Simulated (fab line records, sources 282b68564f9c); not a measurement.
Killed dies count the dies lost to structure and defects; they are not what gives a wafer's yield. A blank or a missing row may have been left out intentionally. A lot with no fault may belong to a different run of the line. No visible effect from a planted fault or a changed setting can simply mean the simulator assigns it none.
Struck lot and sound lot, side by side -- flow rit_cmos -- 15 out of 202 route steps
Sound: these wafers, L578.2, L578.3, L578.5. The struck wafers were L585.2, L585.3, L585.4. At the end, the cause is stated.
At each step with rows: each side's tool, then ch and its chambers, then its first start. Under that, the readings that differ: sound wafers -- struck wafers -- difference of the means -- sigmas: that difference in standard deviations of wafers without a fault.
alike: same words and numbers on both sides, and readings whose means sit less than 2 such deviations apart. not compared: any withheld reading, any reading some wafer has no value for, any bound like >300 that may hide the same value, and any number with overlapping values for which the record gives no deviation.
Wherever a step has rows on one side only, a row that says differs or no value, or a row with sigmas, the two part there. Non-overlapping numbers with no deviation appear without sigmas and do not part them. Lack of a reading on every wafer of one side parts them only where that side has two or more wafers.

RIT_SPACER_ETCHBACK_05: etches Si3N4 in SF6/CHF3, stops on SiO2, target depth 250 nm, time 240 s.
  sound on rie_diel-02 ch 0,1, day 4 08:31; struck on rie_diel-01 ch 1,2,3, day 6 03:38
  alike: drypump_motor_current_A, oes_product_au, throttle_valve_pct
  not compared: rf_hours_counter_h
then, 6 steps without rows for these wafers: RIT_NSD_HMDS_00 (prime time 60 s); RIT_NSD_COAT_01 (resist thk 1000 nm); RIT_NSD_SOFTBAKE_02 (time 60 s); RIT_NSD_EXPOSE_03 (exposes mask M9, target cd 40700 nm); RIT_NSD_PEB_04; RIT_NSD_DEVELOP_05 (develop time 50 s).
RIT_NSD_OVL_MEAS_06:
  sound: overlay-01 at day 4 09:38; struck: overlay-01 at day 6 04:39
  alike: NSD_OVL
then, 2 steps without rows for these wafers: RIT_NSD_HARDBAKE_07 (time 60 s); RIT_NSD_IMPLANT_08.
RIT_NSD_STRIP_09: strips in O2, time 180 s.
  sound on plasma_asher-01 ch 0,1, day 4 09:58; struck on plasma_asher-01 ch 0,1, day 6 04:59
  alike: drypump_motor_current_A, o2_flow_sccm
  not compared: rf_hours_counter_h
RIT_NSD_TW_MEAS_10:
  sound: film_metro-04 at day 4 10:09; struck: film_metro-04 at day 6 05:10
  alike: NSD_TW
RIT_PSD_HMDS_00: prime time 60 s.
  sound on litho_track-02 ch 0, day 4 10:14; struck on litho_track-04 ch 0, day 6 05:14
reading,sound,struck,difference,sigmas
prime_temp_c (C),140.02 139.95 139.95,146.42 146.53 146.30,+6.44,+50
then, 1 step without rows for these wafers: RIT_PSD_COAT_01 (resist thk 1000 nm).
RIT_M1_PROBE_99:
  sound: prober-02 at day 4 20:34; struck: prober-01 at day 6 14:31
  alike: killed_at_M0_to_M3, killed_at_front_end, killed_dies, killed_open, killed_short

## WHERE THEY PART
Within this record, at RIT_PSD_HMDS_00 only. Later steps at which nothing parts them and some readings are alike: RIT_M1_PROBE_99.

WHY: the cause the simulator had injected
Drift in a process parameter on litho_track-04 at RIT_PSD_HMDS_00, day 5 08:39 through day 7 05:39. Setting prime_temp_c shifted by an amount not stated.
